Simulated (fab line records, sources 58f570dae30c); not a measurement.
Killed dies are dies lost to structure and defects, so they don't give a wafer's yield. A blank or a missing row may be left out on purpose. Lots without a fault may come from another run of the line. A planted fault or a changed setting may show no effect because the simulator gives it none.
Tool commonality check | flow berkeley_cmos170 | 15 lots, 45 wafers sampled

WHY IT WAS OPENED
At UCB170_PSD_TW_MEAS_10 the reading PSD_TW is flagged on 3 of 15 lots. Wafers without a fault read 2327, standard deviation 21.
Rule: a lot is flagged when every wafer of it that has a number lies more than 4 standard deviations from that mean, or none has a number. The other lots count as sound.

lot  | measured     | on            | PSD_TW, wafer by wafer | flag
L682 | day 8 03:50  | film_metro-04 | 2338 2328 2334         |
L683 | day 8 19:34  | film_metro-04 | 2314 2327 2322         |
L684 | day 8 19:56  | film_metro-01 | 2367 2368 2361         |
L685 | day 8 20:03  | film_metro-02 | 2319 2297 2299         |
L687 | day 9 13:37  | film_metro-01 | 2360 2363 2346         |
L690 | day 10 04:10 | film_metro-01 | 2333 2338 2344         |
L691 | day 10 04:23 | film_metro-01 | 2338 2342 2337         |
L695 | day 11 00:32 | film_metro-01 | 2341 2344 2351         |
L694 | day 11 00:39 | film_metro-02 | 2145 2145 2139         | FLAGGED
L698 | day 11 06:07 | film_metro-04 | 2141 2137 2141         | FLAGGED
L699 | day 11 06:23 | film_metro-01 | 2342 2328 2337         |
L701 | day 12 10:05 | film_metro-02 | 2303 2327 2315         |
L700 | day 12 10:19 | film_metro-01 | 2193 2166 2189         | FLAGGED
L704 | day 12 10:25 | film_metro-04 | 2319 2307 2313         |
L703 | day 12 10:35 | film_metro-02 | 2331 2316 2328         |
The numbers of the flagged lots are 2155 on average: -172 against the usual, or -8 standard deviations.

WHICH TOOL RAN EACH LOT
The record holds 4 process steps before the reading, out of a route of 331 steps. In each cell: the tool, then ch and the chambers that the sampled wafers went through, then the start.
lot  | flag    | UCB170_GATE_ETCH_14                | UCB170_NLDD_STRIP_10                 | UCB170_PSD_IMPLANT_08           | UCB170_PSD_STRIP_09
L682 |         | rie_diel-02 ch 0,2, day 7 15:47    | plasma_asher-02 ch 0,1, day 7 19:58  | implanter-04 ch 0, day 8 03:35  | plasma_asher-03 ch 0,1, day 8 03:44
L683 |         | rie_diel-04 ch 0,1, day 8 04:08    | plasma_asher-01 ch 0,1, day 8 09:21  | implanter-04 ch 0, day 8 19:19  | plasma_asher-02 ch 1, day 8 19:28
L684 |         | rie_diel-04 ch 0,1,2, day 8 04:38  | plasma_asher-04 ch 0,1, day 8 09:38  | implanter-04 ch 0, day 8 19:43  | plasma_asher-02 ch 0,1, day 8 19:50
L685 |         | rie_diel-03 ch 0,1,3, day 8 04:14  | plasma_asher-04 ch 0,1, day 8 09:54  | implanter-02 ch 0, day 8 19:48  | plasma_asher-01 ch 0,1, day 8 19:57
L687 |         | rie_diel-04 ch 1,2,3, day 8 22:02  | plasma_asher-04 ch 0,1, day 9 02:14  | implanter-04 ch 0, day 9 13:25  | plasma_asher-02 ch 0,1, day 9 13:31
L690 |         | rie_diel-02 ch 1,2,3, day 9 14:02  | plasma_asher-04 ch 0,1, day 9 18:09  | implanter-04 ch 0, day 10 03:55 | plasma_asher-02 ch 0,1, day 10 04:04
L691 |         | rie_diel-04 ch 0,3, day 9 14:18    | plasma_asher-02 ch 0,1, day 9 18:22  | implanter-02 ch 0, day 10 04:10 | plasma_asher-03 ch 0,1, day 10 04:18
L695 |         | rie_diel-03 ch 0,1,3, day 10 13:35 | plasma_asher-04 ch 0,1, day 10 17:28 | implanter-02 ch 0, day 11 00:17 | plasma_asher-03 ch 0,1, day 11 00:26
L694 | FLAGGED | rie_diel-02 ch 0,2, day 10 13:37   | plasma_asher-01 ch 0,1, day 10 17:45 | implanter-04 ch 0, day 11 00:24 | plasma_asher-02 ch 0,1, day 11 00:33
L698 | FLAGGED | rie_diel-02 ch 0,1,2, day 10 18:03 | plasma_asher-04 ch 0,1, day 10 22:49 | implanter-04 ch 0, day 11 05:52 | plasma_asher-03 ch 0,1, day 11 06:01
L699 |         | rie_diel-03 ch 1,2, day 10 17:49   | plasma_asher-02 ch 0,1, day 10 22:28 | implanter-02 ch 0, day 11 06:08 | plasma_asher-01 ch 0,1, day 11 06:17
L701 |         | rie_diel-04 ch 1,2, day 11 17:07   | plasma_asher-01 ch 0,1, day 12 00:08 | implanter-02 ch 0, day 12 09:50 | plasma_asher-01 ch 0,1, day 12 09:59
L700 | FLAGGED | rie_diel-02 ch 0,1, day 11 17:14   | plasma_asher-01 ch 0,1, day 12 00:54 | implanter-04 ch 0, day 12 10:07 | plasma_asher-02 ch 0,1, day 12 10:14
L704 |         | rie_diel-03 ch 0,1,3, day 11 20:49 | plasma_asher-01 ch 0,1, day 12 03:07 | implanter-01 ch 0, day 12 10:10 | plasma_asher-01 ch 0,1, day 12 10:19
L703 |         | rie_diel-02 ch 0,1,3, day 11 22:28 | plasma_asher-02 ch 0,1, day 12 03:40 | implanter-02 ch 0, day 12 10:20 | plasma_asher-03 ch 0,1, day 12 10:28
What these steps do:
- UCB170_GATE_ETCH_14: etches BARC in N2/H2.
- UCB170_NLDD_STRIP_10: strips in O2.
- UCB170_PSD_IMPLANT_08
- UCB170_PSD_STRIP_09: strips in O2.
- UCB170_PSD_TW_MEAS_10

FLAGGED OVER TOTAL, TOOL BY TOOL (the gauges that took the reading come last)
step                  | tool            | lots run | flagged | share of the flagged lots | sound lots run after its first flagged lot
UCB170_GATE_ETCH_14   | rie_diel-02     | 6        | 3       | all                       | 1 (L703)
UCB170_GATE_ETCH_14   | rie_diel-03     | 4        | 0       | none                      | -
UCB170_GATE_ETCH_14   | rie_diel-04     | 5        | 0       | none                      | -
UCB170_NLDD_STRIP_10  | plasma_asher-01 | 5        | 2       | some                      | 2 (L701,L704)
UCB170_NLDD_STRIP_10  | plasma_asher-02 | 4        | 0       | none                      | -
UCB170_NLDD_STRIP_10  | plasma_asher-04 | 6        | 1       | some                      | 0
UCB170_PSD_IMPLANT_08 | implanter-01    | 1        | 0       | none                      | -
UCB170_PSD_IMPLANT_08 | implanter-02    | 6        | 0       | none                      | -
UCB170_PSD_IMPLANT_08 | implanter-04    | 8        | 3       | all                       | 0
UCB170_PSD_STRIP_09   | plasma_asher-01 | 4        | 0       | none                      | -
UCB170_PSD_STRIP_09   | plasma_asher-02 | 6        | 2       | some                      | 0
UCB170_PSD_STRIP_09   | plasma_asher-03 | 5        | 1       | some                      | 1 (L703)
UCB170_PSD_TW_MEAS_10 | film_metro-01   | 7        | 1       | some                      | 0
UCB170_PSD_TW_MEAS_10 | film_metro-02   | 4        | 1       | some                      | 2 (L701,L703)
UCB170_PSD_TW_MEAS_10 | film_metro-04   | 4        | 1       | some                      | 1 (L704)

WHAT THE TABLE ALLOWS
2 rows of the table ran every flagged lot: rie_diel-02 at UCB170_GATE_ETCH_14, implanter-04 at UCB170_PSD_IMPLANT_08.
- rie_diel-02 at UCB170_GATE_ETCH_14: 3 of its 6 lots flagged. Sound lots ran on it after the first flagged one (L703), which a lasting fault on the whole tool wouldn't allow.
- implanter-04 at UCB170_PSD_IMPLANT_08: 3 of its 8 lots flagged. Its last sound lot is L690 (day 10 03:55), its first flagged lot L694 (day 11 00:24): a fault that began between those two fits. Its own readings lie more than 4 standard deviations out on every wafer of the flagged lots: beam_on_s, faraday_current_uA.
One tool is left: implanter-04 at UCB170_PSD_IMPLANT_08.

WHAT THE SIMULATOR HAD PUT IN
Process parameter drift: implanter-04, from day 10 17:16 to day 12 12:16, at UCB170_PSD_IMPLANT_08. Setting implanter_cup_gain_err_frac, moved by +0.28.
Lots struck among those shown: L694, L698, L700. The rule above found the same.
